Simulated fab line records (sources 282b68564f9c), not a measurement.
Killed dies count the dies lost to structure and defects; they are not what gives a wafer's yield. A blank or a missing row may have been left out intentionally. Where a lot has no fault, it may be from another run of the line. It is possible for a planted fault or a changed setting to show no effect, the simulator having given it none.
Chamber matching | flow rit-cmos | RIT_CONTACT_ETCH_11 on rie-diel-01 has 4 sister chambers
The step etches SiO2 in CHF3/CF4/Ar, stops on TiSi2, target depth 480 nm, time 320 s. 14 wafers are shown with their chamber, then 7 later ones without.

== WAFERS WITH THEIR CHAMBER ==
wafer  | chamber | drypump-motor-current-A (A) | throttle-valve-pct (%) | oes-product-au (a.u.)
L291.3 | 3       | 5.3                         | 8.77                   | 0.974
L291.5 | 0       | 5.6                         | 8.81                   | 0.985
L291.6 | 3       | 5.3                         | 8.79                   | 0.978
L293.2 | 2       | 5.6                         | 8.95                   | 0.991
L293.3 | 1       | 4.8                         | 8.54                   | 1.012
L293.6 | 2       | 5.6                         | 8.97                   | 1.004
L295.2 | 3       | 5.2                         | 8.77                   | 0.968
L295.3 | 1       | 4.8                         | 8.54                   | 1.010
L295.4 | 3       | 5.3                         | 8.79                   | 0.968
L299.1 | 1       | 4.8                         | 8.55                   | 1.012
L299.2 | 0       | 5.7                         | 8.83                   | 0.983
L299.5 | 0       | 5.7                         | 8.80                   | 0.991
L301.3 | 1       | 4.8                         | 8.56                   | 1.010
L301.4 | 3       | 5.3                         | 8.78                   | 0.975

SIGNATURES (means of the wafers above)
reading                 | chamber 0 | chamber 1 | chamber 2 | chamber 3 | scatter within a chamber
drypump-motor-current-A | 5.667     | 4.800     | 5.600     | 5.280     | 0.0383
throttle-valve-pct      | 8.8133    | 8.5475    | 8.9600    | 8.7800    | 0.0116
oes-product-au          | 0.98633   | 1.01100   | 0.99750   | 0.97260   | 0.0045
Rule: a wafer lies at a distance from a chamber equal to the root of the sum of squares, over the readings, of (its reading less the chamber's mean, divided by the reading's scatter). The wafer belongs to the nearest chamber; if the next one is less than 2 further off, it can't be placed. The scatter is the square root of a quotient: the sum, over the shown wafers, of each reading's squared deviation from its chamber's mean, divided by wafers minus chambers.

== WAFERS MISSING THEIR CHAMBER ==
wafer  | drypump-motor-current-A (A) | throttle-valve-pct (%) | oes-product-au (a.u.)
L301.5 | 5.7                         | 8.81                   | 0.986
L310.1 | 4.8                         | 8.57                   | 1.016
L310.3 | 5.3                         | 8.78                   | 0.976
L310.6 | 4.8                         | 8.53                   | 1.018
L313.1 | 5.7                         | 8.81                   | 0.960
L313.4 | 4.8                         | 8.55                   | 1.010
L313.6 | 5.7                         | 8.81                   | 0.955

== WHICH CHAMBER EACH ONE RAN IN ==
wafer  | from the rows above | in truth
L301.5 | 0                   | 0
L310.1 | 1                   | 1
L310.3 | 3                   | 3
L310.6 | 1                   | 1
L313.1 | 0                   | 0
L313.4 | 1                   | 1
L313.6 | 0                   | 0
Placed correctly: 7 of 7. Not placeable from these rows: 0. Wrongly placed: 0.
